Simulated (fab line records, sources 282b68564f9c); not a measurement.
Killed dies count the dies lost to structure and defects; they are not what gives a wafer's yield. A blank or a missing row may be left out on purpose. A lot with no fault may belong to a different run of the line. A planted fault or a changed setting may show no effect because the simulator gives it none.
fab line records / flow rit-cmos
record lots=14 wafers=41 last-day=7
route steps=202 shown PWELL@47
lots that met no fault: taken from a fault-free run of the same line
start-h: hours from the record's opening day to when the first of the lot's shown wafers began / wait-h: time in hours since the lot's previous step / " repeats the value in the row above / L1.1+2: a row that stands for several wafers / - value missing, or start not given / * or withheld: withheld / < > ~ a bound
route shown NAME@n: names a module that has steps shown in the file, with the first one's number in the route / usual: mean/standard deviation of fault-free wafers / same: alike in all rows / chamber/n: place in a boat / sites: the reading at each site / _std_site: standard deviation of those values / _edge_site: mean of outer sites minus mean of inner sites / radius-mm: how far each site lies from the wafer's centre / mask NAME#n: copy n / behind: the most recent tool/chamber to have shaped the wafer / hold: the reason the lot was held/the length of the hold in hours/how it ended / device: whichever transistor did not switch (one of n, p or np) / end of line: the route-end tests of the same wafers / a step given without rows: its recipe and nothing more / killed: at the first sort, the dies lost to defects and structure; wafer yield is something else / map: a wafer's dies, marking killed ones x, the rest . and places with no die _
set.NAME: the setting as run; set.NAME@STEP: as run at that earlier step / model.NAME: the simulator's own value behind a step, which no gauge read
a sample of lots followed through the steps of the route, with each step as a table and each wafer as a row
services: a tool's chamber out of use, with start hour (start-h, from the record's first day; less than 0 if before it), hours out, and reason
## steps
# step RIT_PWELL_IMPLANT_08
# recipe species=B energy-kev=170 dose-cm2=7.12e+13 tilt-deg=7
# usual beam-on-s=10.01/0.21 faraday-current-uA=226/4.7 tilt-deg=7.002/0.021
lot.wafer=L984.1 tool=implanter-03 chamber=0 start-h=24.28 wait-h=0.2 beam-on-s=10.08 faraday-current-uA=223 tilt-deg=6.988
lot.wafer=L984.4 tool=implanter-03 chamber=0 start-h=24.28 wait-h=0.2 beam-on-s=10.05 faraday-current-uA=224 tilt-deg=6.984
lot.wafer=L984.6 tool=implanter-03 chamber=0 start-h=24.28 wait-h=0.2 beam-on-s=10.26 faraday-current-uA=221 tilt-deg=6.989
lot.wafer=L985.1 tool=implanter-03 chamber=0 start-h=29.39 wait-h=0.2 beam-on-s=9.96 faraday-current-uA=226 tilt-deg=6.978
lot.wafer=L985.2 tool=implanter-03 chamber=0 start-h=29.39 wait-h=0.2 beam-on-s=9.84 faraday-current-uA=230 tilt-deg=6.975
lot.wafer=L985.4 tool=implanter-03 chamber=0 start-h=29.39 wait-h=0.2 beam-on-s=10.25 faraday-current-uA=221 tilt-deg=6.995
lot.wafer=L988.1 tool=implanter-02 chamber=0 start-h=44.64 wait-h=0.2 beam-on-s=10.15 faraday-current-uA=222 tilt-deg=7.045
lot.wafer=L988.2 tool=implanter-02 chamber=0 start-h=44.64 wait-h=0.2 beam-on-s=10.22 faraday-current-uA=221 tilt-deg=7.013
lot.wafer=L988.6 tool=implanter-02 chamber=0 start-h=44.64 wait-h=0.2 beam-on-s=10.28 faraday-current-uA=220 tilt-deg=7.041
lot.wafer=L989.5 tool=implanter-03 chamber=0 start-h=52.23 wait-h=0.1 beam-on-s=8.59 faraday-current-uA=262 tilt-deg=7.006
lot.wafer=L989.6 tool=implanter-03 chamber=0 start-h=52.23 wait-h=0.1 beam-on-s=9.19 faraday-current-uA=245 tilt-deg=7.014
lot.wafer=L992.2 tool=implanter-03 chamber=0 start-h=65.27 wait-h=0.2 beam-on-s=8.98 faraday-current-uA=252 tilt-deg=6.998
lot.wafer=L992.4 tool=implanter-03 chamber=0 start-h=65.27 wait-h=0.2 beam-on-s=8.71 faraday-current-uA=260 tilt-deg=6.993
lot.wafer=L992.6 tool=implanter-03 chamber=0 start-h=65.27 wait-h=0.2 beam-on-s=8.88 faraday-current-uA=253 tilt-deg=6.989
lot.wafer=L993.1 tool=implanter-02 chamber=0 start-h=70.37 wait-h=0.2 beam-on-s=10.10 faraday-current-uA=225 tilt-deg=7.011
lot.wafer=L993.3 tool=implanter-02 chamber=0 start-h=70.37 wait-h=0.2 beam-on-s=9.75 faraday-current-uA=231 tilt-deg=7.023
lot.wafer=L993.5 tool=implanter-02 chamber=0 start-h=70.37 wait-h=0.2 beam-on-s=10.20 faraday-current-uA=221 tilt-deg=7.026
lot.wafer=L996.4 tool=implanter-02 chamber=0 start-h=84.19 wait-h=0.2 beam-on-s=9.48 faraday-current-uA=237 tilt-deg=7.004
lot.wafer=L996.5 tool=implanter-02 chamber=0 start-h=84.19 wait-h=0.2 beam-on-s=9.66 faraday-current-uA=233 tilt-deg=7.025
lot.wafer=L996.6 tool=implanter-02 chamber=0 start-h=84.19 wait-h=0.2 beam-on-s=10.07 faraday-current-uA=224 tilt-deg=6.994
lot.wafer=L998.1 tool=implanter-02 chamber=0 start-h=92.42 wait-h=0.2 beam-on-s=9.91 faraday-current-uA=228 tilt-deg=7.044
lot.wafer=L998.4 tool=implanter-02 chamber=0 start-h=92.42 wait-h=0.2 beam-on-s=9.54 faraday-current-uA=235 tilt-deg=7.015
lot.wafer=L998.6 tool=implanter-02 chamber=0 start-h=92.42 wait-h=0.2 beam-on-s=10.33 faraday-current-uA=218 tilt-deg=7.022
lot.wafer=L100.1 tool=implanter-02 chamber=0 start-h=104.31 wait-h=0.2 beam-on-s=9.86 faraday-current-uA=229 tilt-deg=7.005
lot.wafer=L100.2 tool=implanter-02 chamber=0 start-h=104.31 wait-h=0.2 beam-on-s=10.41 faraday-current-uA=216 tilt-deg=6.987
lot.wafer=L100.5 tool=implanter-02 chamber=0 start-h=104.31 wait-h=0.2 beam-on-s=10.05 faraday-current-uA=225 tilt-deg=6.986
lot.wafer=L101.1 tool=implanter-02 chamber=0 start-h=108.76 wait-h=0.2 beam-on-s=9.87 faraday-current-uA=228 tilt-deg=7.005
lot.wafer=L101.4 tool=implanter-02 chamber=0 start-h=108.76 wait-h=0.2 beam-on-s=10.09 faraday-current-uA=224 tilt-deg=6.963
lot.wafer=L101.6 tool=implanter-02 chamber=0 start-h=108.76 wait-h=0.2 beam-on-s=10.04 faraday-current-uA=227 tilt-deg=6.998
lot.wafer=L104.1 tool=implanter-02 chamber=0 start-h=123.59 wait-h=0.2 beam-on-s=9.84 faraday-current-uA=229 tilt-deg=6.996
lot.wafer=L104.2 tool=implanter-02 chamber=0 start-h=123.59 wait-h=0.2 beam-on-s=10.45 faraday-current-uA=216 tilt-deg=6.989
lot.wafer=L104.3 tool=implanter-02 chamber=0 start-h=123.59 wait-h=0.2 beam-on-s=9.95 faraday-current-uA=227 tilt-deg=7.008
lot.wafer=L105.1 tool=implanter-03 chamber=0 start-h=128.89 wait-h=0.2 beam-on-s=10.16 faraday-current-uA=222 tilt-deg=7.007
lot.wafer=L105.2 tool=implanter-03 chamber=0 start-h=128.89 wait-h=0.2 beam-on-s=9.81 faraday-current-uA=229 tilt-deg=6.976
lot.wafer=L105.5 tool=implanter-03 chamber=0 start-h=128.89 wait-h=0.2 beam-on-s=10.04 faraday-current-uA=225 tilt-deg=6.961
lot.wafer=L106.2 tool=implanter-01 chamber=0 start-h=132.80 wait-h=0.2 beam-on-s=10.21 faraday-current-uA=221 tilt-deg=6.993
lot.wafer=L106.4 tool=implanter-01 chamber=0 start-h=132.80 wait-h=0.2 beam-on-s=9.99 faraday-current-uA=226 tilt-deg=6.987
lot.wafer=L106.6 tool=implanter-01 chamber=0 start-h=132.80 wait-h=0.2 beam-on-s=9.95 faraday-current-uA=228 tilt-deg=6.990
lot.wafer=L107.2 tool=implanter-02 chamber=0 start-h=137.14 wait-h=0.2 beam-on-s=10.13 faraday-current-uA=222 tilt-deg=6.998
lot.wafer=L107.4 tool=implanter-02 chamber=0 start-h=137.14 wait-h=0.2 beam-on-s=9.78 faraday-current-uA=230 tilt-deg=7.025
lot.wafer=L107.6 tool=implanter-02 chamber=0 start-h=137.14 wait-h=0.2 beam-on-s=9.60 faraday-current-uA=235 tilt-deg=7.026
# step RIT_PWELL_TW_MEAS_10
# usual PWELL_TW=959/9
lot.wafer=L984.1 tool=film-metro-01 chamber=- start-h=24.60 wait-h=0.1 PWELL_TW=960
lot.wafer=L984.4 tool=film-metro-01 chamber=- start-h=24.60 wait-h=0.1 PWELL_TW=959
lot.wafer=L984.6 tool=film-metro-01 chamber=- start-h=24.60 wait-h=0.1 PWELL_TW=962
lot.wafer=L985.1 tool=film-metro-01 chamber=- start-h=29.72 wait-h=0.1 PWELL_TW=958
lot.wafer=L985.2 tool=film-metro-01 chamber=- start-h=29.72 wait-h=0.1 PWELL_TW=958
lot.wafer=L985.4 tool=film-metro-01 chamber=- start-h=29.72 wait-h=0.1 PWELL_TW=957
lot.wafer=L988.1 tool=film-metro-01 chamber=- start-h=44.96 wait-h=0.1 PWELL_TW=959
lot.wafer=L988.2 tool=film-metro-01 chamber=- start-h=44.96 wait-h=0.1 PWELL_TW=957
lot.wafer=L988.6 tool=film-metro-01 chamber=- start-h=44.96 wait-h=0.1 PWELL_TW=958
lot.wafer=L989.5 tool=film-metro-03 chamber=- start-h=52.49 wait-h=0.0 PWELL_TW=909
lot.wafer=L989.6 tool=film-metro-03 chamber=- start-h=52.49 wait-h=0.0 PWELL_TW=905
lot.wafer=L992.2 tool=film-metro-03 chamber=- start-h=65.58 wait-h=0.1 PWELL_TW=903
lot.wafer=L992.4 tool=film-metro-03 chamber=- start-h=65.58 wait-h=0.1 PWELL_TW=904
lot.wafer=L992.6 tool=film-metro-03 chamber=- start-h=65.58 wait-h=0.1 PWELL_TW=910
lot.wafer=L993.1 tool=film-metro-01 chamber=- start-h=70.69 wait-h=0.1 PWELL_TW=955
lot.wafer=L993.3 tool=film-metro-01 chamber=- start-h=70.69 wait-h=0.1 PWELL_TW=957
lot.wafer=L993.5 tool=film-metro-01 chamber=- start-h=70.69 wait-h=0.1 PWELL_TW=957
lot.wafer=L996.4 tool=film-metro-04 chamber=- start-h=84.47 wait-h=0.1 PWELL_TW=965
lot.wafer=L996.5 tool=film-metro-04 chamber=- start-h=84.47 wait-h=0.1 PWELL_TW=969
lot.wafer=L996.6 tool=film-metro-04 chamber=- start-h=84.47 wait-h=0.1 PWELL_TW=968
lot.wafer=L998.1 tool=film-metro-03 chamber=- start-h=92.75 wait-h=0.1 PWELL_TW=947
lot.wafer=L998.4 tool=film-metro-03 chamber=- start-h=92.75 wait-h=0.1 PWELL_TW=945
lot.wafer=L998.6 tool=film-metro-03 chamber=- start-h=92.75 wait-h=0.1 PWELL_TW=943
lot.wafer=L100.1 tool=film-metro-04 chamber=- start-h=104.64 wait-h=0.1 PWELL_TW=968
lot.wafer=L100.2 tool=film-metro-04 chamber=- start-h=104.64 wait-h=0.1 PWELL_TW=971
lot.wafer=L100.5 tool=film-metro-04 chamber=- start-h=104.64 wait-h=0.1 PWELL_TW=962
lot.wafer=L101.1 tool=film-metro-04 chamber=- start-h=109.09 wait-h=0.1 PWELL_TW=962
lot.wafer=L101.4 tool=film-metro-04 chamber=- start-h=109.09 wait-h=0.1 PWELL_TW=965
lot.wafer=L101.6 tool=film-metro-04 chamber=- start-h=109.09 wait-h=0.1 PWELL_TW=961
lot.wafer=L104.1 tool=film-metro-01 chamber=- start-h=123.92 wait-h=0.1 PWELL_TW=957
lot.wafer=L104.2 tool=film-metro-01 chamber=- start-h=123.92 wait-h=0.1 PWELL_TW=955
lot.wafer=L104.3 tool=film-metro-01 chamber=- start-h=123.92 wait-h=0.1 PWELL_TW=955
lot.wafer=L105.1 tool=film-metro-04 chamber=- start-h=129.22 wait-h=0.1 PWELL_TW=969
lot.wafer=L105.2 tool=film-metro-04 chamber=- start-h=129.22 wait-h=0.1 PWELL_TW=966
lot.wafer=L105.5 tool=film-metro-04 chamber=- start-h=129.22 wait-h=0.1 PWELL_TW=971
lot.wafer=L106.2 tool=film-metro-01 chamber=- start-h=133.11 wait-h=0.1 PWELL_TW=955
lot.wafer=L106.4 tool=film-metro-01 chamber=- start-h=133.11 wait-h=0.1 PWELL_TW=959
lot.wafer=L106.6 tool=film-metro-01 chamber=- start-h=133.11 wait-h=0.1 PWELL_TW=959
lot.wafer=L107.2 tool=film-metro-01 chamber=- start-h=137.45 wait-h=0.1 PWELL_TW=947
lot.wafer=L107.4 tool=film-metro-01 chamber=- start-h=137.45 wait-h=0.1 PWELL_TW=955
lot.wafer=L107.6 tool=film-metro-01 chamber=- start-h=137.45 wait-h=0.1 PWELL_TW=951
# step RIT_WELLDRIVE_RS_MEAS_02
# recipe thk-meas-gauge=four-point-probe
# usual PWELL_RS=424.4/1.1
lot.wafer=L984.1 tool=film-metro-01 chamber=- start-h=30.62 wait-h=0.1 PWELL_RS[ohm/sq]=424.1
lot.wafer=L984.4 tool=film-metro-01 chamber=- start-h=30.62 wait-h=0.1 PWELL_RS[ohm/sq]=425.4
lot.wafer=L984.6 tool=film-metro-01 chamber=- start-h=30.62 wait-h=0.1 PWELL_RS[ohm/sq]=423.7
lot.wafer=L985.1 tool=film-metro-03 chamber=- start-h=35.71 wait-h=0.1 PWELL_RS[ohm/sq]=424.6
lot.wafer=L985.2 tool=film-metro-03 chamber=- start-h=35.71 wait-h=0.1 PWELL_RS[ohm/sq]=423.7
lot.wafer=L985.4 tool=film-metro-03 chamber=- start-h=35.71 wait-h=0.1 PWELL_RS[ohm/sq]=424.7
lot.wafer=L988.1 tool=film-metro-01 chamber=- start-h=50.41 wait-h=0.1 PWELL_RS[ohm/sq]=424.0
lot.wafer=L988.2 tool=film-metro-01 chamber=- start-h=50.41 wait-h=0.1 PWELL_RS[ohm/sq]=423.4
lot.wafer=L988.6 tool=film-metro-01 chamber=- start-h=50.41 wait-h=0.1 PWELL_RS[ohm/sq]=424.6
lot.wafer=L989.5 tool=film-metro-03 chamber=- start-h=57.80 wait-h=0.1 PWELL_RS[ohm/sq]=454.3
lot.wafer=L989.6 tool=film-metro-03 chamber=- start-h=57.80 wait-h=0.1 PWELL_RS[ohm/sq]=454.4
lot.wafer=L992.2 tool=film-metro-03 chamber=- start-h=71.10 wait-h=0.1 PWELL_RS[ohm/sq]=456.0
lot.wafer=L992.4 tool=film-metro-03 chamber=- start-h=71.10 wait-h=0.1 PWELL_RS[ohm/sq]=454.3
lot.wafer=L992.6 tool=film-metro-03 chamber=- start-h=71.10 wait-h=0.1 PWELL_RS[ohm/sq]=455.5
lot.wafer=L993.1 tool=film-metro-03 chamber=- start-h=77.45 wait-h=0.1 PWELL_RS[ohm/sq]=424.3
lot.wafer=L993.3 tool=film-metro-03 chamber=- start-h=77.45 wait-h=0.1 PWELL_RS[ohm/sq]=424.5
lot.wafer=L993.5 tool=film-metro-03 chamber=- start-h=77.45 wait-h=0.1 PWELL_RS[ohm/sq]=423.1
lot.wafer=L996.4 tool=film-metro-04 chamber=- start-h=90.08 wait-h=0.1 PWELL_RS[ohm/sq]=426.1
lot.wafer=L996.5 tool=film-metro-04 chamber=- start-h=90.08 wait-h=0.1 PWELL_RS[ohm/sq]=425.5
lot.wafer=L996.6 tool=film-metro-04 chamber=- start-h=90.08 wait-h=0.1 PWELL_RS[ohm/sq]=424.7
lot.wafer=L998.1 tool=film-metro-03 chamber=- start-h=98.01 wait-h=0.1 PWELL_RS[ohm/sq]=423.7
lot.wafer=L998.4 tool=film-metro-03 chamber=- start-h=98.01 wait-h=0.1 PWELL_RS[ohm/sq]=422.6
lot.wafer=L998.6 tool=film-metro-03 chamber=- start-h=98.01 wait-h=0.1 PWELL_RS[ohm/sq]=423.0
lot.wafer=L100.1 tool=film-metro-01 chamber=- start-h=109.90 wait-h=0.1 PWELL_RS[ohm/sq]=423.4
lot.wafer=L100.2 tool=film-metro-01 chamber=- start-h=109.90 wait-h=0.1 PWELL_RS[ohm/sq]=422.3
lot.wafer=L100.5 tool=film-metro-01 chamber=- start-h=109.90 wait-h=0.1 PWELL_RS[ohm/sq]=425.7
lot.wafer=L101.1 tool=film-metro-01 chamber=- start-h=114.98 wait-h=0.1 PWELL_RS[ohm/sq]=423.8
lot.wafer=L101.4 tool=film-metro-01 chamber=- start-h=114.98 wait-h=0.1 PWELL_RS[ohm/sq]=423.5
lot.wafer=L101.6 tool=film-metro-01 chamber=- start-h=114.98 wait-h=0.1 PWELL_RS[ohm/sq]=423.9
lot.wafer=L104.1 tool=film-metro-03 chamber=- start-h=129.18 wait-h=0.1 PWELL_RS[ohm/sq]=424.9
lot.wafer=L104.2 tool=film-metro-03 chamber=- start-h=129.18 wait-h=0.1 PWELL_RS[ohm/sq]=426.0
lot.wafer=L104.3 tool=film-metro-03 chamber=- start-h=129.18 wait-h=0.1 PWELL_RS[ohm/sq]=426.3
lot.wafer=L105.1 tool=film-metro-04 chamber=- start-h=134.48 wait-h=0.1 PWELL_RS[ohm/sq]=424.3
lot.wafer=L105.2 tool=film-metro-04 chamber=- start-h=134.48 wait-h=0.1 PWELL_RS[ohm/sq]=424.6
lot.wafer=L105.5 tool=film-metro-04 chamber=- start-h=134.48 wait-h=0.1 PWELL_RS[ohm/sq]=424.4
lot.wafer=L106.2 tool=film-metro-03 chamber=- start-h=139.75 wait-h=0.1 PWELL_RS[ohm/sq]=424.5
lot.wafer=L106.4 tool=film-metro-03 chamber=- start-h=139.75 wait-h=0.1 PWELL_RS[ohm/sq]=425.0
lot.wafer=L106.6 tool=film-metro-03 chamber=- start-h=139.75 wait-h=0.1 PWELL_RS[ohm/sq]=426.6
lot.wafer=L107.2 tool=film-metro-03 chamber=- start-h=144.47 wait-h=0.1 PWELL_RS[ohm/sq]=426.4
lot.wafer=L107.4 tool=film-metro-03 chamber=- start-h=144.47 wait-h=0.1 PWELL_RS[ohm/sq]=426.3
lot.wafer=L107.6 tool=film-metro-03 chamber=- start-h=144.47 wait-h=0.1 PWELL_RS[ohm/sq]=425.7
## services
tool=implanter-01 chamber=- start-h=8.14 hours=102.7 kind=pm
tool=implanter-02 chamber=- start-h=75.30 hours=3.0 kind=pm
## key
first-sign step=RIT_PWELL_IMPLANT_08 reading=faraday-current-uA direction=up sigmas=6.1 usual=226 struck=255
effect step=RIT_PWELL_IMPLANT_08 reading=beam-on-s direction=down sigmas=5.3 usual=10.01 struck=8.87
effect step=RIT_PWELL_TW_MEAS_10 reading=PWELL_TW direction=down sigmas=5.8 usual=959 struck=906
effect step=RIT_WELLDRIVE_RS_MEAS_02 reading=PWELL_RS direction=up sigmas=27 usual=424.4 struck=454.9
met-at RIT_PWELL_IMPLANT_08
struck-lots L989,L992
tester-left-out L989,L992
onset-between 29.39 52.23
fault kind=process-parameter-drift tool=implanter-03 chamber=- onset-h=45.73 steps=RIT_PWELL_IMPLANT_08 channel=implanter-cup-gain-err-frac offset=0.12 shape=step end-h=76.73
# tester-left-out: of these lots the tester's yield and bins aren't shown, on N5 and GAA mostly nor the transistor test; their killed dies are dies lost to structure and defects alone, not to doping, threshold or leakage, so they don't give the yield
